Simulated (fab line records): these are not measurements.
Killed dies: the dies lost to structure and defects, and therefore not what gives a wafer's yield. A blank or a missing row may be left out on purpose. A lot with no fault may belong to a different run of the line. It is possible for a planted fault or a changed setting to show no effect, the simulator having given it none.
fab line records	flow ritCmos
[record] lots = 6	wafers = 18	lastDay = 8
route steps=202 shown REOX@99 NLDD@103 M1@202
lots with no fault: from the same line, run without faults
startH: hours from the record's first day to the start of the lot's first wafer shown	waitH: hours since the lot's step before	" repeats the value in the row above	L1.1+2: one row covering several wafers at once	- either no value or no given start	* or withheld: withheld	< > ~ a bound
route shown NAME@n: a module of which the file shows steps, and the number in the route of the first	usual: mean and standard deviation over wafers with no fault	same: alike in all rows	chamber/n: place in a boat	sites: the reading at each site	_std_site: their standard deviation	_edge_site: outer sites' mean less inner sites'	radiusMm: how far each site lies from the wafer's centre	mask NAME#n: copy n	behind: tool/chamber where the wafer was last shaped	hold: why the lot went on hold/how many hours it stayed there/how the hold came to an end	device: the n, p or np transistor that did not switch	end of line: at the end of the route, the tests of the same wafers	step lacking rows: just its recipe	killed: at the first sort, the dies lost to defects and structure; wafer yield is something else	map: dies across one wafer; x = killed, . = not, _ = none there
set.NAME: setting as actually run; set.NAME@STEP: the setting as run at that earlier step	model.NAME: the simulator's own value behind a step, which no gauge read
certain route steps with their lots: each step a table, each wafer a row
services: the hour from which a tool's chamber was out of use, counted from the record's first day as startH (under 0 if before that day), plus the number of hours and why
[[steps]]
[step RIT_REOX_CLEAN_01]
[recipe] chemistry = dHF	dilution = 50:1	timeS = 30
[step RIT_REOX_CLEAN_02]
[recipe] chemistry = SC2	mix = 3:3:50	timeS = 600	tempC = 75	dry = n2Spin
[step RIT_REOX_OXIDATION_03]
[recipe] tempC = 900	ambient = O2	targetThkA = 252	oxTimeS = 5580
[step RIT_REOX_THK_MEAS_04]
[recipe] reads = SiO2_of_REOX_OXIDATION_03
[usual] REOX_OXIDE_THK = 25.3/0.46
lot.wafer	tool	chamber	startH	waitH	REOX_OXIDE_THK[nm]
L856.1	filmMetro-04	-	47.21	0.0	26.3
L856.3	"	-	"	"	26.0
L856.5	"	-	"	"	26.0
L855.3	filmMetro-02	-	47.23	0.0	25.3
L855.5	"	-	"	"	25.0
L855.6	"	-	"	"	25.5
L860.1	filmMetro-04	-	70.32	0.0	25.5
L860.2	"	-	"	"	25.3
L860.3	"	-	"	"	25.3
L861.2	filmMetro-02	-	77.25	0.0	25.2
L861.4	"	-	"	"	25.2
L861.6	"	-	"	"	25.2
L877.2	filmMetro-04	-	166.06	0.0	25.8
L877.4	"	-	"	"	26.2
L877.5	"	-	"	"	25.9
L878.4	filmMetro-02	-	170.90	0.0	25.5
L878.5	"	-	"	"	25.3
L878.6	"	-	"	"	25.2
[step RIT_NLDD_HMDS_00]
[recipe] primeTimeS = 60	primeTempC = 140
[step RIT_NLDD_COAT_01]
[recipe] resist = NOVOLAK	spinRpm = 3250	resistThkNm = 1000
[step RIT_NLDD_SOFTBAKE_02]
[recipe] resist = NOVOLAK	tempC = 90	timeS = 60
[step RIT_NLDD_EXPOSE_03]
[recipe] maskId = M7	na = 0.57	targetCdNm = 40700	doseMj = 250
[step RIT_NLDD_PEB_04]
[recipe] resist = NOVOLAK	tempC = withheld	timeS = withheld
[step RIT_NLDD_DEVELOP_05]
[recipe] resist = NOVOLAK	developTimeS = 50	devTempC = 23
[step RIT_NLDD_OVL_MEAS_06]
[usual] NLDD_OVL = 0.4/1.5
lot.wafer	tool	chamber	startH	waitH	NLDD_OVL[nm]
L855.3	overlay-02	-	48.14	-	-1.6
L855.5	"	-	"	"	-0.3
L855.6	"	-	"	"	-0.5
L856.1	overlay-01	-	48.38	-	-1.7
L856.3	"	-	"	"	-1.9
L856.5	"	-	"	"	-1.8
L860.1	overlay-01	-	71.23	-	2.0
L860.2	"	-	"	"	0.7
L860.3	"	-	"	"	2.1
L861.2	overlay-01	-	78.16	-	1.5
L861.4	"	-	"	"	2.0
L861.6	"	-	"	"	2.9
L877.2	overlay-02	-	167.09	-	0.3
L877.4	"	-	"	"	-0.3
L877.5	"	-	"	"	-0.5
L878.4	overlay-02	-	171.92	-	0.2
L878.5	"	-	"	"	1.0
L878.6	"	-	"	"	0.9
[step RIT_NLDD_HARDBAKE_07]
[recipe] resist = NOVOLAK	tempC = 140	timeS = 60
[step RIT_NLDD_IMPLANT_08]
[recipe] species = P	energyKev = 20	doseCm2 = 5e+14	tiltDeg = 7
[usual] beamEnergyKeV = 20.000/0.0062	doseIonsCm2 = 5e+14/4.8e+11	endStationPressureTorr = 6.3e-06/3.2e-07
lot.wafer	tool	chamber	startH	waitH	beamEnergyKeV	doseIonsCm2	endStationPressureTorr	model.implant.drpNm
L855.3	implanter-04	0	48.36	0.1	20.001	4.999e+14	6.3e-06	12.97
L855.5	"	0	"	"	20.013	4.992e+14	6.6e-06	12.97
L855.6	"	0	"	"	20.011	5.003e+14	6.1e-06	12.97
L856.1	implanter-02	0	48.57	0.1	20.001	5.004e+14	6.6e-06	12.97
L856.3	"	0	"	"	20.005	5.001e+14	6.4e-06	12.97
L856.5	"	0	"	"	19.991	5.005e+14	6.5e-06	12.97
L860.1	implanter-03	0	71.41	0.1	19.995	4.99e+14	6.8e-06	12.97
L860.2	"	0	"	"	19.996	5.002e+14	6.6e-06	12.97
L860.3	"	0	"	"	20.009	5.006e+14	6.5e-06	12.97
L861.2	implanter-04	0	78.36	0.1	20.005	5.001e+14	5.8e-06	12.97
L861.4	"	0	"	"	19.995	5e+14	6.3e-06	12.97
L861.6	"	0	"	"	20.005	5.002e+14	6.5e-06	12.97
L877.2	implanter-02	0	167.30	0.1	19.510	5.001e+14	6.5e-06	12.78
L877.4	"	0	"	"	19.511	4.994e+14	6.4e-06	12.78
L877.5	"	0	"	"	19.518	4.995e+14	6.3e-06	12.78
L878.4	implanter-02	0	172.16	0.1	19.514	4.992e+14	6.3e-06	12.78
L878.5	"	0	"	"	19.515	4.996e+14	6.9e-06	12.78
L878.6	"	0	"	"	19.517	4.992e+14	6.1e-06	12.78
[step RIT_NLDD_STRIP_09]
[recipe] chemistry = O2	timeS = 180	resist = NOVOLAK	platenTempC = withheld	powerW = 500	pressureMtorr = 4000	o2FlowSccm = 4000
[usual] drypumpMotorCurrentA = 5.8/0.4
[same] timeS = 180
lot.wafer	tool	chamber	startH	waitH	drypumpMotorCurrentA	rfHoursCounterH
L855.3	plasmaAsher-03	0	48.52	0.1	6.0	-
L855.5	"	1	"	"	5.3	-
L855.6	"	0	"	"	6.0	-
L856.1	plasmaAsher-01	1	48.72	0.1	6.1	21
L856.3	"	1	"	"	6.1	-
L856.5	"	1	"	"	6.1	-
L860.1	plasmaAsher-03	0	71.56	0.1	6.0	43
L860.2	"	1	"	"	5.2	43
L860.3	"	0	"	"	6.0	-
L861.2	plasmaAsher-01	0	78.49	0.1	5.6	24
L861.4	"	1	"	"	6.1	-
L861.6	"	1	"	"	6.1	-
L877.2	plasmaAsher-03	0	167.42	0.1	6.0	52
L877.4	"	1	"	"	5.2	-
L877.5	"	1	"	"	5.2	-
L878.4	plasmaAsher-03	0	172.30	0.1	6.0	-
L878.5	"	0	"	"	6.0	-
L878.6	"	1	"	"	5.2	-
[step RIT_M1_PROBE_99]
[usual] killedAtContacts = 0.1/0.23	killedAtFrontEnd = 7/3	killedDies = 7/3	killedOpen = 3.3/1.8	killedShort = 3.3/2.2
[same] grossDies = 264	killed_at_M0_to_M3 = 0	killed_at_M4_up = 0	killedAtBackSide = 0	killedAtOther = 0
lot.wafer	tool	chamber	startH	waitH	killedAtContacts	killedAtFrontEnd	killedDies	killedOpen	killedShort	model.etest.nplusSal.widthNm	model.etest.npolyLine.lineOhmUm	model.etest.ppolyLine.lineOhmUm	model.etest.npolyLine.widthNm	model.etest.ppolyLine.widthNm	model.etest.nmos_0p15.offLog10AUm	model.etest.retroEdgeNmos.offLog10AUm	model.etest.ring.quietLog10A
L855.3	prober-01	-	63.80	0.2	0	7	7	2	5	3428	174.3	165.7	96.77	98.48	-9.87	-9.721	-7.626
L855.5	prober-01	-	63.90	0.2	0	8	8	5	3	3446	170.1	161.8	99.36	100.8	-9.844	-9.812	-7.52
L855.6	prober-01	-	63.95	0.2	0	5	5	4	1	3425	171.6	163.2	99.17	99.89	-10.13	-10.07	-7.793
L856.1	prober-02	-	65.20	0.1	0	5	5	3	2	3435	159.6	155.6	105.3	106	-10.59	-10.44	-8.48
L856.3	prober-02	-	65.30	0.2	0	5	5	4	1	3432	161.8	158.3	105.1	105.8	-10.38	-10.25	-8.242
L856.5	prober-02	-	65.40	0.2	0	15	15	7	8	3459	165.2	155.9	105.3	105.5	-10.55	-10.35	-8.363
L860.1	prober-02	-	86.62	0.1	0	8	8	6	2	3431	161.5	153.7	104.9	105.7	-10.3	-10.31	-7.975
L860.2	prober-02	-	86.67	0.1	0	9	9	5	4	3427	160	155.7	105.3	106.5	-10.46	-10.36	-8.149
L860.3	prober-02	-	86.72	0.2	0	11	11	3	8	3414	159.7	150.9	108	108.4	-10.53	-10.47	-8.213
L861.2	prober-01	-	100.82	0.1	0	8	8	4	4	3433	158.2	153.1	105.8	106.3	-10.59	-10.37	-8.307
L861.4	prober-01	-	100.92	0.2	0	8	8	1	7	3404	158.7	154.1	105.2	106.5	-10.59	-10.45	-8.139
L861.6	prober-01	-	101.02	0.2	0	4	4	3	1	3414	159.9	150.2	106.1	107.7	-10.74	-10.58	-8.352
L877.2	prober-01	-	182.95	0.1	0	16	16	5	11	3408	173.8	165.8	98.88	99.81	-10.02	-9.96	-7.831
L877.4	prober-01	-	183.05	0.2	0	5	5	2	3	3389	174.2	167.5	97.82	98.15	-10.02	-9.884	-7.779
L877.5	prober-01	-	183.10	0.2	0	11	11	6	5	3417	175.2	170.3	97.26	97.69	-9.924	-9.755	-7.707
L878.4	prober-02	-	187.55	0.2	1	2	3	2	1	3462	186.2	180.1	91.54	92.28	-8.607	-8.422	-6.482
L878.5	prober-02	-	187.60	0.2	0	6	6	4	2	3444	179.7	173.8	94.3	94.76	-9.051	-9.011	-6.902
L878.6	prober-02	-	187.65	0.2	0	7	7	4	3	3429	182.6	174.2	93.93	94.97	-9.081	-8.97	-6.959
// killed by level:class
L855.3 GATE:geometricParticle:short=3 FOX1:geometricParticle:short=1 GATE:geometricParticle:open=1 SILICIDE:geometricParticle:open=1 SILICIDE:geometricParticle:short=1
L855.5 GATE:geometricParticle:open=3 GATE:geometricParticle:short=2 FOX2:geometricParticle:open=1 SPACER:geometricParticle:open=1 SPACER:geometricParticle:short=1
L855.6 GATE:geometricParticle:open=2 SPACER:geometricParticle:open=2 FOX2:geometricParticle:short=1
L856.1 FOX1:geometricParticle:open=2 FOX2:geometricParticle:open=1 FOX2:geometricParticle:short=1 SILICIDE:geometricParticle:short=1
L856.3 REOX:geometricParticle:open=2 FOX1:geometricParticle:short=1 GATE:geometricParticle:open=1 SPACER:geometricParticle:open=1
L856.5 GATE:geometricParticle:short=6 GATE:geometricParticle:open=6 FOX1:geometricParticle:short=2 SPACER:geometricParticle:open=1
L860.1 SPACER:geometricParticle:open=3 GATE:geometricParticle:open=2 SPACER:geometricParticle:short=2 SILICIDE:geometricParticle:open=1
L860.2 FOX2:geometricParticle:open=3 FOX2:geometricParticle:short=2 GATE:geometricParticle:open=1 GATE:geometricParticle:short=1 REOX:geometricParticle:short=1 SILICIDE:geometricParticle:open=1
L860.3 GATE:geometricParticle:short=4 REOX:geometricParticle:open=2 SILICIDE:geometricParticle:short=2 FOX2:geometricParticle:short=1 GATE:geometricParticle:open=1 REOX:geometricParticle:short=1
L861.2 GATE:geometricParticle:short=3 FOX1:geometricParticle:open=2 FOX1:geometricParticle:short=1 GATE:geometricParticle:open=1 SPACER:geometricParticle:open=1
L861.4 FOX1:geometricParticle:short=3 SPACER:geometricParticle:short=2 FOX1:geometricParticle:open=1 FOX2:geometricParticle:short=1 SILICIDE:geometricParticle:short=1
L861.6 GATE:geometricParticle:open=1 SPACER:geometricParticle:short=1 SPACER:geometricParticle:open=1 SILICIDE:geometricParticle:open=1
L877.2 SILICIDE:geometricParticle:short=3 SPACER:geometricParticle:short=3 FOX1:geometricParticle:open=2 GATE:geometricParticle:open=2 GATE:geometricParticle:short=2 REOX:geometricParticle:short=2 FOX2:geometricParticle:short=1 SILICIDE:geometricParticle:open=1
L877.4 FOX1:geometricParticle:open=1 FOX1:geometricParticle:short=1 FOX2:geometricParticle:short=1 REOX:geometricParticle:open=1 SPACER:geometricParticle:short=1
L877.5 SILICIDE:geometricParticle:open=3 SILICIDE:geometricParticle:short=3 SPACER:geometricParticle:short=2 FOX2:geometricParticle:open=1 GATE:geometricParticle:open=1 SPACER:geometricParticle:open=1
L878.4 GATE:geometricParticle:open=2 CONTACT:geometricParticle:short=1
L878.5 FOX2:geometricParticle:short=2 GATE:geometricParticle:open=2 FOX1:geometricParticle:open=1 REOX:geometricParticle:open=1
L878.6 FOX1:geometricParticle:open=2 GATE:geometricParticle:short=2 GATE:geometricParticle:open=1 REOX:geometricParticle:open=1 SILICIDE:geometricParticle:short=1
[[services]]
tool	chamber	startH	hours	kind
implanter-04	-	37.98	2.9	pm
implanter-04	-	44.98	1.8	repair
implanter-03	-	46.58	2.2	pm
implanter-02	-	57.27	1.4	repair
implanter-02	-	61.55	3.8	repair
implanter-04	-	62.62	6.2	repair
implanter-03	-	89.53	3.3	repair
implanter-03	-	106.42	7.0	repair
implanter-02	-	110.98	1.2	repair
implanter-04	-	170.35	1.8	repair
[[key]]
[firstSign] step = RIT_NLDD_IMPLANT_08	reading = beamEnergyKeV	direction = down	sigmas = 78	usual = 20.000	struck = 19.514
effect none on later readings
[modelEffect] step = RIT_NLDD_IMPLANT_08	value = implant.drpNm	without = 12.97	struck = 12.78
[modelEffect] step = RIT_M1_PROBE_99	value = etest.nplusSal.widthNm	without = 3452	struck = 3425
metAt RIT_NLDD_IMPLANT_08
struckWafers L877.2,L877.4,L877.5,L878.4,L878.5,L878.6
testerLeftOut L877,L878
onsetBetween 48.57 167.30
[fault] kind = processParameterDrift	tool = implanter-02	chamber = -	onsetH = 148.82	steps = RIT_NLDD_IMPLANT_08	channel = energyKev	offset = -0.48319	shape = step	endH = 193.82	actsIn = theseRecipesOnly	stated = 20
// testerLeftOut: of these lots the tester's yield and bins aren't shown, on N5 and GAA mostly nor the transistor test; their killed dies are dies lost to structure and defects alone, not to doping, threshold or leakage, so they don't give the yield
